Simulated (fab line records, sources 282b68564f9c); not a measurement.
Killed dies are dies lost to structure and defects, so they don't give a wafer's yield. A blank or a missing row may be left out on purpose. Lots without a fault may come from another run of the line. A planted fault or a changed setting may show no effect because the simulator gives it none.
fab line records | flow rit_cmos | part 1 of 2: steps 1 to 25 of 35
record lots=5 wafers=15 last_day=7
route steps=202 shown SPACER@126 NSD@131 PSD@142 SDANNEAL@153 PLDD@159 NLDD@160
lots that met no fault: from a run of the same line without faults
start_h: hours from the record's first day to the start of the lot's first wafer shown | wait_h: hours since the lot's step before | " the same as in the row above | L1.1+2: a row that stands for several wafers | - no value, or no start given | * or withheld: withheld | < > ~ a bound
route shown NAME@n: a module of which the file shows steps, and the number in the route of the first | usual: mean/standard deviation of fault-free wafers | same: alike in all rows | chamber/n: place in a boat | sites: the reading at each site | _std_site: their standard deviation | _edge_site: outer sites' mean less inner sites' | radius_mm: how far each site lies from the wafer's centre | mask NAME#n: copy n | behind: the tool/chamber that last shaped the wafer | hold: why the lot was held/for how many hours/how that ended | device: the transistor (n, p or np) that didn't switch | end of line: the same wafers' tests at the end of the route | a step without rows: its recipe alone | killed: dies lost to structure and defects at the first sort, not the wafer's yield | map: a wafer's dies, x killed, . not, _ none there
set.NAME: the setting as run; set.NAME@STEP: as run at that earlier step | model.NAME: the simulator's own value behind a step, which no gauge read
lots at some steps of the route; a table a step, a row a wafer
services: from which hour (start_h, from the record's first day; less than 0 if before it) a tool's chamber was out of use, for how many hours, and why
## steps
# step RIT_SPACER_CLEAN_01
# recipe chemistry=dHF dilution=50:1 time_s=30
# columns lot.wafer tool chamber start_h wait_h
L080.1+5+6 wet_bench-01 1 72.80 0.0
L089.1+4+6 wet_bench-02 0 121.37 0.0
L091.2+4+5 wet_bench-04 3 129.86 0.0
L093.1+2+4 wet_bench-04 0 140.29 0.0
L097.3+4+5 wet_bench-02 0 159.88 0.0
# step RIT_SPACER_CLEAN_02
# recipe chemistry=SC2 mix=3:3:50 time_s=600 temp_c=75 dry=n2_spin
# usual bath_guard_temp_C=75.2/0.59 temp_c=75.01/0.12
# columns lot.wafer tool chamber start_h wait_h bath_guard_temp_C temp_c
L080.1 wet_bench-02 1 72.82 0.0 74.5 75.21
L080.5 " 1 " " 74.8 75.08
L080.6 " 1 " " 75.1 75.16
L089.1 wet_bench-04 2 121.39 0.0 75.0 74.88
L089.4 " 2 " " 75.3 74.93
L089.6 " 2 " " 75.0 74.93
L091.2 wet_bench-01 1 129.88 0.0 74.7 74.95
L091.4 " 1 " " 74.8 75.10
L091.5 " 1 " " 75.3 74.81
L093.1 wet_bench-02 2 140.31 0.0 75.1 74.87
L093.2 " 2 " " 75.0 75.17
L093.4 " 2 " " 75.1 75.01
L097.3 wet_bench-04 0 159.89 0.0 76.2 75.05
L097.4 " 0 " " 76.5 75.02
L097.5 " 0 " " 76.0 74.94
# step RIT_SPACER_CVD_03
# recipe material=Si3N4 target_thk_nm=250 temp_c=810 precursor=SiH2Cl2/NH3 time_s=3300 pressure_mtorr=300 sih2cl2_flow_sccm=60 nh3_flow_sccm=150
# usual nh3_flow_sccm=150.1/0.46 spike_tc_source_C=828/4.8
# columns lot.wafer tool chamber start_h wait_h nh3_flow_sccm spike_tc_source_C
L080.1 lpcvd-01 0 72.99 0.0 150.0 822
L080.5 " 0 " " 150.9 822
L080.6 " 0 " " 150.1 823
L089.1 lpcvd-01 0 121.60 0.0 150.4 822
L089.4 " 0 " " 150.6 822
L089.6 " 0 " " 150.2 824
L091.2 lpcvd-01 0 130.05 0.0 149.7 823
L091.4 " 0 " " 149.7 822
L091.5 " 0 " " 150.3 822
L093.1 lpcvd-01 1 140.50 0.0 150.1 836
L093.2 " 1 " " 150.5 835
L093.4 " 1 " " 150.6 835
L097.3 lpcvd-02 1 160.07 0.0 149.9 827
L097.4 " 1 " " 149.6 828
L097.5 " 1 " " 149.9 828
# step RIT_SPACER_THK_MEAS_04
# recipe reads=Si3N4_of_SPACER_CVD_03
# usual SPACER_NITRIDE_THK=251.0/2.2
# columns lot.wafer tool chamber start_h wait_h SPACER_NITRIDE_THK[nm]
L080.1 film_metro-01 - 74.91 0.0 253.7
L080.5 " - " " 254.4
L080.6 " - " " 252.9
L089.1 film_metro-01 - 123.51 0.0 250.8
L089.4 " - " " 252.1
L089.6 " - " " 251.3
L091.2 film_metro-03 - 131.98 0.0 247.8
L091.4 " - " " 250.0
L091.5 " - " " 248.0
L093.1 film_metro-03 - 142.42 0.0 251.5
L093.2 " - " " 249.9
L093.4 " - " " 248.3
L097.3 film_metro-04 - 162.00 0.0 249.2
L097.4 " - " " 249.1
L097.5 " - " " 249.7
# step RIT_SPACER_ETCHBACK_05
# recipe target_depth_a=2500 SF6_flow_sccm=30 CHF3_flow_sccm=30 target=Si3N4 chemistry=SF6/CHF3 pressure_mtorr=40 rf_w=250 time_s=240 stop_on=SiO2
# usual drypump_motor_current_A=6.1/0.36 oes_product_au=0.848/0.013 throttle_valve_pct=10.30/0.15
# columns lot.wafer tool chamber start_h wait_h drypump_motor_current_A oes_product_au rf_hours_counter_h throttle_valve_pct
L080.1 rie_diel-04 1 74.97 0.1 5.5 0.853 33 10.28
L080.5 " 2 " " 6.2 0.865 - 10.22
L080.6 " 3 " " 6.0 0.857 - 10.27
L089.1 rie_diel-02 3 123.57 0.1 6.5 0.868 153 10.48
L089.4 " 3 " " 6.5 0.884 - 10.49
L089.6 " 0 " " 6.7 0.847 - 10.05
L091.2 rie_diel-04 1 132.03 0.0 5.5 0.838 34 10.27
L091.4 " 0 " " 5.7 0.830 132 10.13
L091.5 " 0 " " 5.7 0.831 - 10.11
L093.1 rie_diel-03 3 142.48 0.1 6.4 0.856 3 10.55
L093.2 " 2 " " 6.0 0.854 8 10.39
L093.4 " 1 " " 6.0 0.846 15 10.23
L097.3 rie_diel-04 0 162.04 0.0 5.7 0.831 132 10.11
L097.4 " 1 " " 5.5 0.841 35 10.29
L097.5 " 1 " " 5.5 0.846 - 10.28
# step RIT_NSD_HMDS_00
# recipe prime_time_s=60 prime_temp_c=140
# usual resist_line_temp_C=23.00/0.1
# same prime_time_s=60
# columns lot.wafer tool chamber start_h wait_h resist_line_temp_C
L080.1 litho_track-01 0 75.12 0.1 22.96
L080.5 " 0 " " 23.12
L080.6 " 0 " " 23.07
L089.1 litho_track-01 0 123.72 0.1 23.15
L089.4 " 0 " " 23.12
L089.6 " 0 " " 23.05
L091.2 litho_track-04 0 132.27 0.2 23.05
L091.4 " 0 " " 23.00
L091.5 " 0 " " 23.09
L093.1 litho_track-01 0 142.63 0.1 23.11
L093.2 " 0 " " 22.91
L093.4 " 0 " " 23.19
L097.3 litho_track-01 0 162.24 0.1 22.71
L097.4 " 0 " " 22.85
L097.5 " 0 " " 22.77
# step RIT_NSD_COAT_01
# recipe resist=NOVOLAK spin_rpm=3250 resist_thk_nm=1000
# usual resist_line_temp_C=23.00/0.11
# columns lot.wafer tool chamber start_h wait_h resist_line_temp_C
L080.1 litho_track-01 0 75.27 0.1 23.10
L080.5 " 0 " " 23.06
L080.6 " 0 " " 23.12
L089.1 litho_track-01 0 123.87 0.1 22.85
L089.4 " 0 " " 22.85
L089.6 " 0 " " 22.96
L091.2 litho_track-04 0 132.42 0.1 23.09
L091.4 " 0 " " 23.20
L091.5 " 0 " " 23.22
L093.1 litho_track-01 0 142.78 0.1 23.07
L093.2 " 0 " " 22.93
L093.4 " 0 " " 23.10
L097.3 litho_track-01 0 162.39 0.1 23.03
L097.4 " 0 " " 23.01
L097.5 " 0 " " 23.03
# step RIT_NSD_SOFTBAKE_02
# recipe resist=NOVOLAK temp_c=90 time_s=60
# usual resist_line_temp_C=23.00/0.098
# columns lot.wafer tool chamber start_h wait_h resist_line_temp_C
L080.1 litho_track-01 0 75.42 0.1 22.90
L080.5 " 0 " " 22.79
L080.6 " 0 " " 22.96
L089.1 litho_track-01 0 124.02 0.1 22.94
L089.4 " 0 " " 22.80
L089.6 " 0 " " 22.95
L091.2 litho_track-04 0 132.57 0.1 22.92
L091.4 " 0 " " 22.91
L091.5 " 0 " " 23.05
L093.1 litho_track-01 0 142.93 0.1 23.06
L093.2 " 0 " " 22.96
L093.4 " 0 " " 22.91
L097.3 litho_track-01 0 162.54 0.1 22.94
L097.4 " 0 " " 23.13
L097.5 " 0 " " 23.18
# step RIT_NSD_EXPOSE_03
# recipe mask_id=M9 na=0.57 target_cd_nm=40700 dose_mj=250
# usual reticle_temp_C=23.01/0.1 stage_vel_mm_s=499.92/0.22
# columns lot.wafer tool chamber start_h wait_h mask reticle_temp_C stage_vel_mm_s
L080.1 iline_stepper-02 0 75.69 0.2 M9#0 22.82 500.05
L080.5 " 0 " " M9#0 22.85 500.03
L080.6 " 0 " " M9#0 22.96 500.12
L089.1 iline_stepper-01 0 124.30 0.2 M9#0 23.02 499.76
L089.4 " 0 " " M9#0 23.00 500.09
L089.6 " 0 " " M9#0 22.97 499.69
L091.2 iline_stepper-02 0 132.83 0.2 M9#0 23.07 500.04
L091.4 " 0 " " M9#0 23.07 500.09
L091.5 " 0 " " M9#0 23.12 500.09
L093.1 iline_stepper-02 0 143.20 0.2 M9#0 23.02 500.44
L093.2 " 0 " " M9#0 22.96 500.14
L093.4 " 0 " " M9#0 23.04 500.07
L097.3 iline_stepper-01 0 162.68 0.1 M9#0 23.00 499.82
L097.4 " 0 " " M9#0 23.03 499.66
L097.5 " 0 " " M9#0 23.09 499.75
# step RIT_NSD_PEB_04
# recipe resist=NOVOLAK temp_c=withheld time_s=withheld
# usual resist_line_temp_C=*
# columns lot.wafer tool chamber start_h wait_h resist_line_temp_C
L080.1 litho_track-01 0 75.81 0.1 *
L080.5 " 0 " " *
L080.6 " 0 " " *
L089.1 litho_track-01 0 124.42 0.1 *
L089.4 " 0 " " *
L089.6 " 0 " " *
L091.2 litho_track-04 0 132.96 0.1 *
L091.4 " 0 " " *
L091.5 " 0 " " *
L093.1 litho_track-04 0 143.32 0.1 *
L093.2 " 0 " " *
L093.4 " 0 " " *
L097.3 litho_track-01 0 162.81 0.1 *
L097.4 " 0 " " *
L097.5 " 0 " " *
# step RIT_NSD_DEVELOP_05
# recipe resist=NOVOLAK develop_time_s=50 dev_temp_c=23
# usual resist_line_temp_C=23.00/0.099
# columns lot.wafer tool chamber start_h wait_h resist_line_temp_C
L080.1 litho_track-01 0 - - 23.12
L080.5 " 0 " " 22.97
L080.6 " 0 " " 22.91
L089.1 litho_track-01 0 - - 22.98
L089.4 " 0 " " 22.95
L089.6 " 0 " " 23.00
L091.2 litho_track-04 0 - - 22.87
L091.4 " 0 " " 22.88
L091.5 " 0 " " 22.93
L093.1 litho_track-04 0 - - 22.96
L093.2 " 0 " " 22.93
L093.4 " 0 " " 23.08
L097.3 litho_track-01 0 - - 22.99
L097.4 " 0 " " 22.93
L097.5 " 0 " " 22.76
# step RIT_NSD_OVL_MEAS_06
# usual NSD_OVL=1.2/1.3
# columns lot.wafer tool chamber start_h wait_h NSD_OVL[nm]
L080.1 overlay-01 - 76.09 - 1.3
L080.5 " - " " 0.8
L080.6 " - " " -0.7
L089.1 overlay-02 - 124.70 - -0.2
L089.4 " - " " 0.0
L089.6 " - " " 0.4
L091.2 overlay-01 - 133.22 - 2.0
L091.4 " - " " 2.3
L091.5 " - " " 1.6
L093.1 overlay-02 - 143.60 - 0.6
L093.2 " - " " 0.1
L093.4 " - " " 1.4
L097.3 overlay-01 - 163.06 - 2.9
L097.4 " - " " 0.8
L097.5 " - " " 1.3
# step RIT_NSD_HARDBAKE_07
# recipe resist=NOVOLAK temp_c=140 time_s=60
# usual resist_line_temp_C=22.99/0.1
# columns lot.wafer tool chamber start_h wait_h resist_line_temp_C
L080.1 litho_track-04 0 76.13 0.0 22.91
L080.5 " 0 " " 22.87
L080.6 " 0 " " 22.83
L089.1 litho_track-01 0 124.74 0.0 23.04
L089.4 " 0 " " 23.05
L089.6 " 0 " " 23.05
L091.2 litho_track-03 0 133.28 0.0 23.09
L091.4 " 0 " " 22.99
L091.5 " 0 " " 23.05
L093.1 litho_track-04 0 143.64 0.0 22.96
L093.2 " 0 " " 23.06
L093.4 " 0 " " 22.99
L097.3 litho_track-03 0 163.13 0.1 22.90
L097.4 " 0 " " 22.96
L097.5 " 0 " " 22.94
# step RIT_NSD_IMPLANT_08
# recipe species=P energy_kev=25 dose_cm2=1e+15 tilt_deg=7
# usual beam_on_s=10.01/0.19
# columns lot.wafer tool chamber start_h wait_h beam_on_s
L080.1 implanter-03 0 76.28 0.1 10.05
L080.5 " 0 " " 9.96
L080.6 " 0 " " 10.17
L089.1 implanter-02 0 124.89 0.1 10.15
L089.4 " 0 " " 10.21
L089.6 " 0 " " 9.61
L091.2 implanter-02 0 133.43 0.1 10.05
L091.4 " 0 " " 10.26
L091.5 " 0 " " 9.96
L093.1 implanter-02 0 143.79 0.1 9.91
L093.2 " 0 " " 9.88
L093.4 " 0 " " 10.13
L097.3 implanter-02 0 163.28 0.1 9.89
L097.4 " 0 " " 9.93
L097.5 " 0 " " 10.30
# step RIT_NSD_STRIP_09
# recipe chemistry=O2 time_s=180 resist=NOVOLAK platen_temp_c=withheld power_w=500 pressure_mtorr=4000 o2_flow_sccm=4000
# usual drypump_motor_current_A=5.8/0.48 rf_refl_power_W=5.7/1.2
# columns lot.wafer tool chamber start_h wait_h drypump_motor_current_A rf_hours_counter_h rf_refl_power_W
L080.1 plasma_asher-04 0 76.43 0.1 5.8 45 4.4
L080.5 " 0 " " 5.8 - 4.8
L080.6 " 1 " " 6.5 - 6.5
L089.1 plasma_asher-01 1 125.04 0.1 6.0 50 7.2
L089.4 " 0 " " 5.2 - 4.7
L089.6 " 0 " " 5.2 - 4.5
L091.2 plasma_asher-01 1 133.55 0.1 6.0 51 7.2
L091.4 " 0 " " 5.2 - 4.5
L091.5 " 1 " " 6.0 - 7.2
L093.1 plasma_asher-01 0 143.94 0.1 5.2 52 4.6
L093.2 " 1 " " 6.0 52 6.7
L093.4 " 1 " " 6.0 - 7.2
L097.3 plasma_asher-01 1 163.44 0.1 5.9 - 7.1
L097.4 " 0 " " 5.2 - 4.5
L097.5 " 0 " " 5.2 - 4.2
# step RIT_NSD_TW_MEAS_10
# usual NSD_TW=3090/23
# columns lot.wafer tool chamber start_h wait_h NSD_TW
L080.1 film_metro-03 - 76.60 0.1 3094
L080.5 " - " " 3099
L080.6 " - " " 3096
L089.1 film_metro-03 - 125.21 0.1 3095
L089.4 " - " " 3117
L089.6 " - " " 3108
L091.2 film_metro-02 - 133.74 0.1 3084
L091.4 " - " " 3090
L091.5 " - " " 3098
L093.1 film_metro-04 - 144.11 0.1 3072
L093.2 " - " " 3074
L093.4 " - " " 3088
L097.3 film_metro-02 - 163.58 0.1 3057
L097.4 " - " " 3070
L097.5 " - " " 3081
# step RIT_PSD_HMDS_00
# recipe prime_time_s=60 prime_temp_c=140
# usual resist_line_temp_C=23.01/0.11
# same prime_time_s=60
# columns lot.wafer tool chamber start_h wait_h resist_line_temp_C
L080.1 litho_track-02 0 76.66 0.1 23.02
L080.5 " 0 " " 22.94
L080.6 " 0 " " 22.86
L089.1 litho_track-04 0 125.27 0.1 23.13
L089.4 " 0 " " 23.13
L089.6 " 0 " " 23.00
L091.2 litho_track-03 0 133.81 0.1 23.12
L091.4 " 0 " " 23.13
L091.5 " 0 " " 23.10
L093.1 litho_track-02 0 144.17 0.1 22.80
L093.2 " 0 " " 22.93
L093.4 " 0 " " 23.00
L097.3 litho_track-02 0 163.67 0.1 22.92
L097.4 " 0 " " 22.95
L097.5 " 0 " " 22.93
# step RIT_PSD_COAT_01
# recipe resist=NOVOLAK spin_rpm=3250 resist_thk_nm=1000
# usual resist_line_temp_C=23.00/0.11
# columns lot.wafer tool chamber start_h wait_h resist_line_temp_C
L080.1 litho_track-02 0 76.81 0.1 23.04
L080.5 " 0 " " 22.97
L080.6 " 0 " " 23.07
L089.1 litho_track-04 0 125.42 0.1 22.99
L089.4 " 0 " " 22.89
L089.6 " 0 " " 22.87
L091.2 litho_track-03 0 133.96 0.1 23.13
L091.4 " 0 " " 23.04
L091.5 " 0 " " 23.10
L093.1 litho_track-02 0 144.32 0.1 23.03
L093.2 " 0 " " 23.13
L093.4 " 0 " " 23.10
L097.3 litho_track-02 0 163.82 0.1 23.01
L097.4 " 0 " " 23.09
L097.5 " 0 " " 22.99
# step RIT_PSD_SOFTBAKE_02
# recipe resist=NOVOLAK temp_c=90 time_s=60
# usual resist_line_temp_C=23.00/0.11
# columns lot.wafer tool chamber start_h wait_h resist_line_temp_C
L080.1 litho_track-02 0 76.96 0.1 23.09
L080.5 " 0 " " 22.96
L080.6 " 0 " " 23.02
L089.1 litho_track-04 0 125.57 0.1 22.83
L089.4 " 0 " " 22.99
L089.6 " 0 " " 22.94
L091.2 litho_track-03 0 134.11 0.1 22.90
L091.4 " 0 " " 22.93
L091.5 " 0 " " 22.86
L093.1 litho_track-02 0 144.47 0.1 22.92
L093.2 " 0 " " 22.97
L093.4 " 0 " " 22.84
L097.3 litho_track-02 0 163.97 0.1 23.23
L097.4 " 0 " " 23.05
L097.5 " 0 " " 23.12
# step RIT_PSD_EXPOSE_03
# recipe mask_id=M10 na=0.57 target_cd_nm=40900 dose_mj=250
# usual reticle_temp_C=23.02/0.11 stage_vel_mm_s=499.96/0.26
# columns lot.wafer tool chamber start_h wait_h mask reticle_temp_C stage_vel_mm_s
L080.1 iline_stepper-01 0 77.24 0.2 M10#0 23.15 499.69
L080.5 " 0 " " M10#0 23.09 499.99
L080.6 " 0 " " M10#0 23.04 499.69
L089.1 iline_stepper-01 0 125.72 0.1 M10#0 22.85 500.25
L089.4 " 0 " " M10#0 23.09 500.15
L089.6 " 0 " " M10#0 22.97 499.78
L091.2 iline_stepper-01 0 134.26 0.1 M10#0 22.94 499.50
L091.4 " 0 " " M10#0 22.90 500.05
L091.5 " 0 " " M10#0 22.92 499.34
L093.1 iline_stepper-02 0 144.75 0.2 M10#0 23.06 500.26
L093.2 " 0 " " M10#0 22.99 500.14
L093.4 " 0 " " M10#0 23.08 500.07
L097.3 iline_stepper-01 0 164.10 0.1 M10#0 22.97 500.09
L097.4 " 0 " " M10#0 23.08 499.76
L097.5 " 0 " " M10#0 23.05 499.66
# step RIT_PSD_PEB_04
# recipe resist=NOVOLAK temp_c=withheld time_s=withheld
# usual resist_line_temp_C=*
# columns lot.wafer tool chamber start_h wait_h resist_line_temp_C
L080.1 litho_track-04 0 77.36 0.1 *
L080.5 " 0 " " *
L080.6 " 0 " " *
L089.1 litho_track-04 0 125.84 0.1 *
L089.4 " 0 " " *
L089.6 " 0 " " *
L091.2 litho_track-03 0 134.38 0.1 *
L091.4 " 0 " " *
L091.5 " 0 " " *
L093.1 litho_track-03 0 144.86 0.1 *
L093.2 " 0 " " *
L093.4 " 0 " " *
L097.3 litho_track-03 0 164.23 0.1 *
L097.4 " 0 " " *
L097.5 " 0 " " *
# step RIT_PSD_DEVELOP_05
# recipe resist=NOVOLAK develop_time_s=50 dev_temp_c=23
# usual resist_line_temp_C=23.01/0.1
# columns lot.wafer tool chamber start_h wait_h resist_line_temp_C
L080.1 litho_track-04 0 - - 23.23
L080.5 " 0 " " 23.02
L080.6 " 0 " " 23.12
L089.1 litho_track-04 0 - - 23.01
L089.4 " 0 " " 23.13
L089.6 " 0 " " 23.10
L091.2 litho_track-03 0 - - 23.07
L091.4 " 0 " " 23.07
L091.5 " 0 " " 22.97
L093.1 litho_track-03 0 - - 22.92
L093.2 " 0 " " 22.96
L093.4 " 0 " " 23.03
L097.3 litho_track-03 0 - - 23.08
L097.4 " 0 " " 23.18
L097.5 " 0 " " 22.97
# step RIT_PSD_OVL_MEAS_06
# usual PSD_OVL=0.3/1.3
# columns lot.wafer tool chamber start_h wait_h PSD_OVL[nm]
L080.1 overlay-02 - 77.64 - -0.3
L080.5 " - " " 0.2
L080.6 " - " " 1.4
L089.1 overlay-02 - 126.12 - -0.6
L089.4 " - " " -1.1
L089.6 " - " " 1.3
L091.2 overlay-01 - 134.64 - -0.8
L091.4 " - " " -0.6
L091.5 " - " " -1.0
L093.1 overlay-01 - 145.15 - 0.1
L093.2 " - " " 1.1
L093.4 " - " " -0.6
L097.3 overlay-01 - 164.48 - 0.8
L097.4 " - " " -0.9
L097.5 " - " " 1.0
# step RIT_PSD_HARDBAKE_07
# recipe resist=NOVOLAK temp_c=140 time_s=60
# usual resist_line_temp_C=22.97/0.12
# columns lot.wafer tool chamber start_h wait_h resist_line_temp_C
L080.1 litho_track-03 0 77.68 0.0 23.08
L080.5 " 0 " " 22.97
L080.6 " 0 " " 22.89
L089.1 litho_track-04 0 126.16 0.0 23.05
L089.4 " 0 " " 23.12
L089.6 " 0 " " 23.11
L091.2 litho_track-03 0 134.70 0.0 22.78
L091.4 " 0 " " 22.94
L091.5 " 0 " " 22.95
L093.1 litho_track-02 0 145.18 0.0 22.98
L093.2 " 0 " " 22.99
L093.4 " 0 " " 23.07
L097.3 litho_track-03 0 164.55 0.1 22.90
L097.4 " 0 " " 22.98
L097.5 " 0 " " 23.02
# step RIT_PSD_IMPLANT_08
# recipe species=BF2 energy_kev=27 dose_cm2=5e+15 tilt_deg=7
# usual beam_on_s=12.6/0.5
# columns lot.wafer tool chamber start_h wait_h beam_on_s
L080.1 implanter-03 0 77.83 0.1 12.5
L080.5 " 0 " " 12.5
L080.6 " 0 " " 12.6
L089.1 implanter-03 0 126.31 0.1 12.0
L089.4 " 0 " " 12.4
L089.6 " 0 " " 12.6
L091.2 implanter-03 0 134.85 0.1 12.3
L091.4 " 0 " " 12.7
L091.5 " 0 " " 12.8
L093.1 implanter-03 0 145.33 0.1 12.8
L093.2 " 0 " " 12.2
L093.4 " 0 " " 12.1
L097.3 implanter-02 0 164.70 0.1 12.2
L097.4 " 0 " " 12.2
L097.5 " 0 " " 12.5
